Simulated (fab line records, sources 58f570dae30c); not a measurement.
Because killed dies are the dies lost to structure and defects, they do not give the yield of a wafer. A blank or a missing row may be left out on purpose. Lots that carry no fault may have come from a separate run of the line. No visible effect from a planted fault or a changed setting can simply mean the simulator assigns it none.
A struck lot beside a sound one :: flow berkeley_cmos170 :: 17 steps out of a route of 331
Sound: the wafers L317.1, L317.2, L317.5. The struck wafers were L318.1, L318.3, L318.4. The cause is given at the end.
Order at every step that has rows: each side's tool, ch and its chambers, its first start. Under that, the readings that differ: sound wafers :: struck wafers :: difference of the means :: sigmas: that difference in standard deviations of wafers without a fault.
alike: readings with means less than 2 such deviations apart, plus words and numbers identical on both sides. not compared: withheld readings, readings lacking a value on some wafer, bounds such as >300 that could conceal the same value, and numbers that have no deviation in the record and whose values overlap.
A row with sigmas, a row that says differs or no value, or rows on one side alone: a step with any of these is where the two part. Numbers that have no deviation but don't overlap get no sigmas and don't part them. A reading missing from all wafers of one side parts the sides only when that side holds two or more wafers.

first, 1 step without rows for these wafers: UCB170_M3_SOFTBAKE_06 (time 60 s).
UCB170_M3_STRIP_07: strips in O2.
  sound on plasma_asher-01 ch 0,1, day 10 19:43; struck on plasma_asher-03 ch 0,1, day 11 06:25
  alike: drypump_motor_current_A, oes_product_au, strip_time_to_endpoint_s
  not compared: rf_hours_counter_h
then, 7 steps without rows for these wafers: UCB170_M3_STRIP_08 (strips KrF in DMSO, time 600 s); UCB170_M3_COAT_09; UCB170_M3_COAT_10 (resist thk 900 nm); UCB170_M3_SOFTBAKE_11 (time 60 s); UCB170_M3_EXPOSE_12 (exposes mask METAL3, target cd 700 nm); UCB170_M3_PEB_13; UCB170_M3_DEVELOP_14 (develop time 45 s).
UCB170_M3_CD_MEAS_15 targets a cd of 700 nm.
  sound: cd_sem-02 at day 10 22:46; struck: cd_sem-02 at day 11 07:40
  alike: cd_nm
UCB170_M3_OVL_MEAS_16:
  sound: overlay-02 at day 10 22:53; struck: overlay-01 at day 11 07:47
  alike: M3_OVL
UCB170_M3_ETCH_17: etches BARC in N2/H2.
  sound on rie_diel-02 ch 0,1,2, day 10 22:56; struck on rie_diel-03 ch 0,1,2, day 11 07:50
  alike: drypump_motor_current_A, n2_flow_sccm, oes_product_au, rf_fwd_power_W, throttle_valve_pct
UCB170_M3_METAL_ETCH_18: etches Al in Cl2/BCl3, stops on SiO2, target depth 1170 nm, time 195 s.
  sound on rie_metal-04 ch 0,1, day 10 22:58; struck on rie_metal-04 ch 0,1, day 11 07:52
reading: rf_fwd_power_W (W)
sound: 599.9 596.0 599.5
struck: 838.0 841.8 838.6
difference: +241.0
sigmas: +99 or more

reading: model.KrF_of_M3_COAT_10.thk_nm (nm)
sound: 184.1 210.2 209.6
struck: 0 0 0
difference: -201
sigmas: 

reading: model.M3.feature_depth_nm (nm)
sound: 955.4 963.5 954.9
struck: 979.6 974.1 975.8
difference: +18.6
sigmas: 

reading: model.SiO2_of_V2_CVD_00.thk_nm (nm)
sound: 936.6 938.8 937.6
struck: 914.5 911 915.7
difference: -23.9
sigmas: 
  alike: drypump_motor_current_A, oes_product_au, throttle_valve_pct
  not compared: rf_hours_counter_h
UCB170_M3_STRIP_19: strips in O2.
  sound on plasma_asher-01 ch 0,1, day 10 23:10; struck on plasma_asher-03 ch 0,1, day 11 08:04
reading: oes_product_au (a.u.)
sound: 0.518 0.536 0.537
struck: 0.314 0.321 0.310
difference: -0.215
sigmas: -10
  alike: drypump_motor_current_A
  not compared: rf_hours_counter_h
UCB170_M3_CD_MEAS_90 targets a cd of 700 nm.
  sound: cd_sem-02 at day 10 23:16; struck: cd_sem-01 at day 11 08:10
reading: cd_nm (nm)
sound: 698 696 698
struck: 675 679 676
difference: -21
sigmas: -6
UCB170_M3_BOW_MEAS_20:
  sound: film_metro-02 at day 10 23:23; struck: film_metro-03 at day 11 08:17
  alike: M3_BOW
UCB170_M3_PROBE_99:
  sound: prober-01 at day 10 23:30; struck: prober-02 at day 11 08:24
reading: model.etest.antenna_m3.gate_log10_a_cm2
sound: -7.636 -7.695 -7.66
struck: -7.033 -6.583 -7.193
difference: +0.727
sigmas: 

reading: model.etest.antenna_m3.vt_shift_v (V)
sound: -0.01777 -0.01394 -0.01342
struck: -0.0297 -0.03325 -0.03129
difference: -0.0164
sigmas: 

== WHERE THEY PART ==
First at UCB170_M3_METAL_ETCH_18; last, within this record, at UCB170_M3_CD_MEAS_90. Later steps at which nothing parts them and some readings are alike: UCB170_M3_BOW_MEAS_20.

WHY: the cause the simulator had injected
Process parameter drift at UCB170_M3_METAL_ETCH_18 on rie_metal-04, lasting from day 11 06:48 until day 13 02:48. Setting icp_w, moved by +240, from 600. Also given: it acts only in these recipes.
